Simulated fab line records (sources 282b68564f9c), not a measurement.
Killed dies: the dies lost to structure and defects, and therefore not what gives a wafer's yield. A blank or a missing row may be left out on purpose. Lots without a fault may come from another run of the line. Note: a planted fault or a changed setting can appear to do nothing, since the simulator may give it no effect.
Struck lot and sound lot, side by side / flow rit-cmos / 27 out of 202 route steps
Sound: these wafers, L716.1, L716.4, L716.5. The struck wafers were L728.3, L728.4, L728.5. The cause is named last.
For every step that has rows: the tool of each side, followed by ch and its chambers, followed by its first start. Under that, the readings that differ: sound wafers / struck wafers / difference of the means / sigmas: that difference in standard deviations of wafers without a fault.
alike: a reading whose means differ by less than 2 such deviations, as well as words and numbers matching on both sides. not compared: withheld readings; readings where some wafer has no value; bounds like >300 that might hide an equal value; numbers whose values overlap and for which the record gives no deviation.
Wherever a step has rows on one side only, a row that says differs or no value, or a row with sigmas, the two part there. When numbers do not overlap yet have no deviation, they are printed without sigmas and do not part them. A reading missing from all wafers of one side parts the sides only when that side holds two or more wafers.

first, 4 steps without rows for these wafers: RIT_CONTACT_SOFTBAKE_04 (time 60 s); RIT_CONTACT_EXPOSE_05 (exposes mask M11, target cd 1000 nm); RIT_CONTACT_PEB_06; RIT_CONTACT_DEVELOP_07 (develop time 120 s).
RIT_CONTACT_CD_MEAS_08: the cd target is 1000 nm.
  sound on cd-sem-02 at day 4 00:55; struck on cd-sem-01 at day 6 03:44
reading=cd-nm (nm); sound=996.4 995.7 995.0; struck=1001.9 1000.9 1001.4; difference=+5.7; sigmas=+3
RIT_CONTACT_OVL_MEAS_09:
  sound on overlay-02 at day 4 01:02; struck on overlay-02 at day 6 03:50
reading=CONTACT_OVL (nm); sound=-0.5 -0.3 0.3; struck=2.5 3.1 3.2; difference=+3.1; sigmas=+2
then, 1 step without rows for these wafers: RIT_CONTACT_HARDBAKE_10 (time 60 s).
RIT_CONTACT_ETCH_11: etches SiO2 in CHF3/CF4/Ar, stops on TiSi2, target depth 480 nm, time 320 s.
  sound on rie-diel-01 ch 0,1,3, day 4 01:13; struck on rie-diel-02 ch 0,1,2, day 6 04:01
reading=oes-product-au (a.u.); sound=0.999 1.003 0.994; struck=0.965 0.976 0.958; difference=-0.032; sigmas=-2
  alike: CHF3_flow_sccm, drypump-motor-current-A, rf-fwd-power-W, throttle-valve-pct
  not compared: rf-hours-counter-h
RIT_CONTACT_STRIP_12: strips in O2, time 180 s.
  sound on plasma-asher-02 ch 0,1, day 4 01:25; struck on plasma-asher-02 ch 0,1, day 6 04:16
  alike: drypump-motor-current-A
  not compared: rf-hours-counter-h
RIT_CONTACT_CD_MEAS_90: the cd target is 1000 nm.
  sound on cd-sem-01 at day 4 01:35; struck on cd-sem-01 at day 6 04:25
reading=cd-nm (nm); sound=996.7 996.1 994.9; struck=1001.7 1001.9 1001.8; difference=+5.9; sigmas=+3
then, 2 steps without rows for these wafers: RIT_CONTACT_CLEAN_13 (cleans in SC1, time 600 s); RIT_CONTACT_CLEAN_14 (cleans in SC2, time 600 s).
RIT_M1_SPUTTER_00: material Al, target thk 400 nm, time 500 s.
  sound on pvd-sputter-02 at day 4 02:04; struck on pvd-sputter-02 at day 6 05:12
reading=model.Al_of_M1_SPUTTER_00.thk-nm (nm); sound=400.9 404.9 399.3; struck=490.4 486.5 491.6; difference=+87.8; sigmas=
  alike: substrate-temp-c, throttle-valve-pct
RIT_M1_RS_MEAS_01: a four-point-probe measurement.
  sound on film-metro-02 at day 4 02:22; struck on film-metro-01 at day 6 05:32
reading=M1_AL_RS (ohm/sq); sound=0.0734 0.0727 0.0737; struck=0.0599 0.0602 0.0596; difference=-0.0134; sigmas=-20
RIT_M1_THK_MEAS_02: measures by xrf.
  sound on film-metro-02 at day 4 02:29; struck on film-metro-01 at day 6 05:38
reading=M1_AL_THK (nm); sound=400 406 401; struck=498 495 499; difference=+95; sigmas=+25
then, 6 steps without rows for these wafers: RIT_M1_HMDS_03 (prime time 60 s); RIT_M1_COAT_04 (resist thk 1300 nm); RIT_M1_SOFTBAKE_05 (time 60 s); RIT_M1_EXPOSE_06 (exposes mask M12, target cd 2600 nm); RIT_M1_PEB_07; RIT_M1_DEVELOP_08 (develop time 68 s).
RIT_M1_CD_MEAS_09: the cd target is 2600 nm.
  sound on cd-sem-02 at day 4 03:26; struck on cd-sem-01 at day 6 06:43
  alike: cd-nm
RIT_M1_OVL_MEAS_10:
  sound on overlay-01 at day 4 03:33; struck on overlay-01 at day 6 06:49
  alike: M1_OVL
then, 1 step without rows for these wafers: RIT_M1_HARDBAKE_11 (time 120 s).
RIT_M1_METAL_ETCH_12: etches Al in Cl2/BCl3, stops on SiO2, time 165 s, target depth 600 nm.
  sound on rie-metal-04 ch 0,1, day 4 04:04; struck on rie-metal-04 ch 0,1, day 6 07:13
reading=oes-product-au (a.u.); sound=0.795 0.776 0.764; struck=0.864 0.888 0.885; difference=+0.101; sigmas=+10
  alike: drypump-motor-current-A, rf-fwd-power-W, throttle-valve-pct
  not compared: rf-hours-counter-h
then, 1 step without rows for these wafers: RIT_M1_STRIP_13 (strips in nmp, time 600 s).
RIT_M1_PROBE_99:
  sound on prober-02 at day 4 07:28; struck on prober-02 at day 6 09:31
reading=model.etest.m1.rs-ohm-sq; sound=0.07228 0.07116 0.07283; struck=0.05933 0.05997 0.05881; difference=-0.01272; sigmas=
reading=model.etest.antenna-m1.vt-shift-v (V); sound=-0.01235 -0.01288 -0.009509; struck=-0.008689 -0.004751 -0.008753; difference=+0.004182; sigmas=
  alike: defect-limited-yield, killed-at-front-end, killed-dies, killed-open, killed-short, sort_bin_3_pad_short, sort_bin_5_function, sort_bin_6_memory, sort-n-pass, sort-yield-pct
  not compared: model.etest.m1-comb-over-steps.leak-log10-a-um

WHERE THEY PART
First at RIT_CONTACT_CD_MEAS_08; last, within this record, at RIT_M1_METAL_ETCH_12. Later steps at which nothing parts them and some readings are alike: RIT_M1_PROBE_99.

WHY: whatever the simulator had introduced
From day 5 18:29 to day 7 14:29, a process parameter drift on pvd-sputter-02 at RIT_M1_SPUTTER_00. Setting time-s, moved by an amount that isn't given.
